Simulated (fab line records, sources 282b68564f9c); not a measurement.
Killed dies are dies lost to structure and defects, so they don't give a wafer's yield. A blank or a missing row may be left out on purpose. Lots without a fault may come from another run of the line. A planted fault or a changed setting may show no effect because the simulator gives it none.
A struck lot beside a sound one | flow rit_cmos | 15 steps out of a route of 202
Sound: wafers L701.1, L701.4, L701.6. Struck: wafer L706.1. (L706.2, L706.3 of the same lot were not struck and are left out.) The cause comes at the end.
At each step with rows: each side's tool, then ch and its chambers, then its first start. Under that, the readings that differ: sound wafers | struck wafers | difference of the means | sigmas: that difference in standard deviations of wafers without a fault.
alike: readings whose means differ by less than 2 such deviations, and words and numbers that are the same on both sides. not compared: withheld readings, readings that some wafer has no value for, bounds like >300 that may hide the same value, and numbers for which the record gives no deviation and whose values overlap.
The two part at a step that has a row with sigmas, a row that says differs or no value, or rows on one side only. Numbers that don't overlap but have no deviation are shown without sigmas and don't part them. A reading that every wafer of one side lacks parts them only if that side has two wafers or more.

first, 1 step without rows for these wafers: RIT_NWELL_IMPLANT_08.
RIT_NWELL_STRIP_09: strips in O2, time 180 s.
  sound on plasma_asher-03 ch 0, day 2 10:25; struck on plasma_asher-03 ch 1, day 3 08:25
  reading             | sound       | struck | difference | sigmas
  rf_refl_power_W (W) | 7.7 7.9 7.9 | 5.3    | -2.5       | -3
  alike: drypump_motor_current_A, o2_flow_sccm
  not compared: rf_hours_counter_h
RIT_NWELL_TW_MEAS_10:
  sound on film_metro-02, day 2 10:35; struck on film_metro-02, day 3 08:35
  alike: NWELL_TW
then, 6 steps without rows for these wafers: RIT_PWELL_HMDS_00 (prime time 60 s); RIT_PWELL_COAT_01 (resist thk 1300 nm); RIT_PWELL_SOFTBAKE_02 (time 60 s); RIT_PWELL_EXPOSE_03 (exposes mask M3, target cd 43700 nm); RIT_PWELL_PEB_04; RIT_PWELL_DEVELOP_05 (develop time 68 s).
RIT_PWELL_OVL_MEAS_06:
  sound on overlay-01, day 2 11:39; struck on overlay-01, day 3 09:39
  alike: PWELL_OVL
then, 2 steps without rows for these wafers: RIT_PWELL_HARDBAKE_07 (time 120 s); RIT_PWELL_IMPLANT_08.
RIT_PWELL_STRIP_09: strips in O2, time 180 s.
  sound on plasma_asher-03 ch 0,1, day 2 12:05; struck on plasma_asher-03 ch 0, day 3 10:05
  reading             | sound          | struck | difference | sigmas
  o2_flow_sccm (sccm) | 4003 4007 4002 | 4783   | +779       | +65
  alike: drypump_motor_current_A, rf_refl_power_W
  not compared: rf_hours_counter_h
RIT_PWELL_TW_MEAS_10:
  sound on film_metro-04, day 2 12:16; struck on film_metro-04, day 3 10:16
  alike: PWELL_TW
RIT_M1_PROBE_99:
  sound on prober-02, day 4 00:25; struck on prober-01, day 4 20:37
  alike: killed_at_contacts, killed_at_front_end, killed_dies, killed_on_rim, killed_open, killed_short

WHERE THEY PART
First at RIT_NWELL_STRIP_09; last, within this record, at RIT_PWELL_STRIP_09. Later steps at which nothing parts them and some readings are alike: RIT_PWELL_TW_MEAS_10, RIT_M1_PROBE_99.

WHY: what the simulator had put in
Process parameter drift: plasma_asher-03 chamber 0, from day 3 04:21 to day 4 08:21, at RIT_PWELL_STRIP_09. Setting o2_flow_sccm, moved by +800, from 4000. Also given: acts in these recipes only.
